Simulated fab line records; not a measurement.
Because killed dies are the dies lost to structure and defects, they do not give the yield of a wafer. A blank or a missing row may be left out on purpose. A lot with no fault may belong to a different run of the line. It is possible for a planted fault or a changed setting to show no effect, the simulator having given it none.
A lot that was struck, set against a sound lot || flow berkeley_cmos170 || 14 out of 331 route steps
Sound: the wafers L981.1, L981.5, L981.6. The struck wafers were L992.3, L992.5, L992.6. At the end, the cause is stated.
Per side, at each step with rows, come the tool, then ch with its chambers, and then its first start. Under that, the readings that differ: sound wafers || struck wafers || difference of the means || sigmas: that difference in standard deviations of wafers without a fault.
alike: same words and numbers on both sides, and readings whose means sit less than 2 such deviations apart. not compared: any withheld reading, any reading some wafer has no value for, any bound like >300 that may hide the same value, and any number with overlapping values for which the record gives no deviation.
Wherever a step has rows on one side only, a row that says differs or no value, or a row with sigmas, the two part there. Numbers that have no deviation but don't overlap get no sigmas and don't part them. Lack of a reading on every wafer of one side parts them only where that side has two or more wafers.

first, 2 steps without rows for these wafers: UCB170_NWELL_PEB_10; UCB170_NWELL_DEVELOP_11 (develop time 45 s).
UCB170_NWELL_OVL_MEAS_12:
  sound on overlay-02, day 4 06:26; struck on overlay-01, day 6 15:01
  alike: NWELL_OVL
UCB170_NWELL_ETCH_13: etches Si3N4 in CH3F/Ar/O2, stops on SiO2, target depth 246.4 nm, time 154 s.
  sound on rie_diel-03 ch 0,2,3, day 4 06:28; struck on rie_diel-04 ch 0,1,2, day 6 15:02
  alike: drypump_motor_current_A, oes_product_au, rf_fwd_power_W, throttle_valve_pct
  not compared: rf_hours_counter_h
following that, these wafers have no rows for 1 step: UCB170_NWELL_IMPLANT_14.
UCB170_NWELL_STRIP_15: strips in O2.
  sound on plasma_asher-02 ch 0,1, day 4 06:43; struck on plasma_asher-02 ch 0,1, day 6 15:20
  alike: drypump_motor_current_A, o2_flow_sccm, oes_product_au, strip_time_to_endpoint_s
  not compared: rf_hours_counter_h
UCB170_NWELL_TW_MEAS_16:
  sound on film_metro-04, day 4 06:49; struck on film_metro-04, day 6 15:25
  alike: NWELL_TW
then, 5 steps without rows for these wafers: UCB170_NWELL_CLEAN_17 (cleans in SPM, time 600 s); UCB170_NWELL_WET_ETCH_18 (etches Si3N4 in H3PO4, time 14400 s); UCB170_NWELL_WET_ETCH_19 (etches SiO2 in BOE, time 22 s); UCB170_PWELL_CLEAN_00 (cleans in SPM, time 600 s); UCB170_PWELL_CLEAN_01 (cleans in dHF, time 60 s).
UCB170_PWELL_OXIDATION_02: target thk 26.4 nm, ox time 1260 s.
  sound on furnace-02 ch 0, day 4 13:50; struck on furnace-02, day 6 23:56
  no value came back on the struck wafers for ox_temp_c (C), ox_temp_c_max; on the sound wafers ox_temp_c (C) reads 999.4 1000.2 999.7
then, 1 step without rows for these wafers: UCB170_PWELL_ANNEAL_04 (time 900 s).

== WHERE THEY PART ==
Within this record, at UCB170_PWELL_OXIDATION_02 only.

WHY: what had been put in by the simulator
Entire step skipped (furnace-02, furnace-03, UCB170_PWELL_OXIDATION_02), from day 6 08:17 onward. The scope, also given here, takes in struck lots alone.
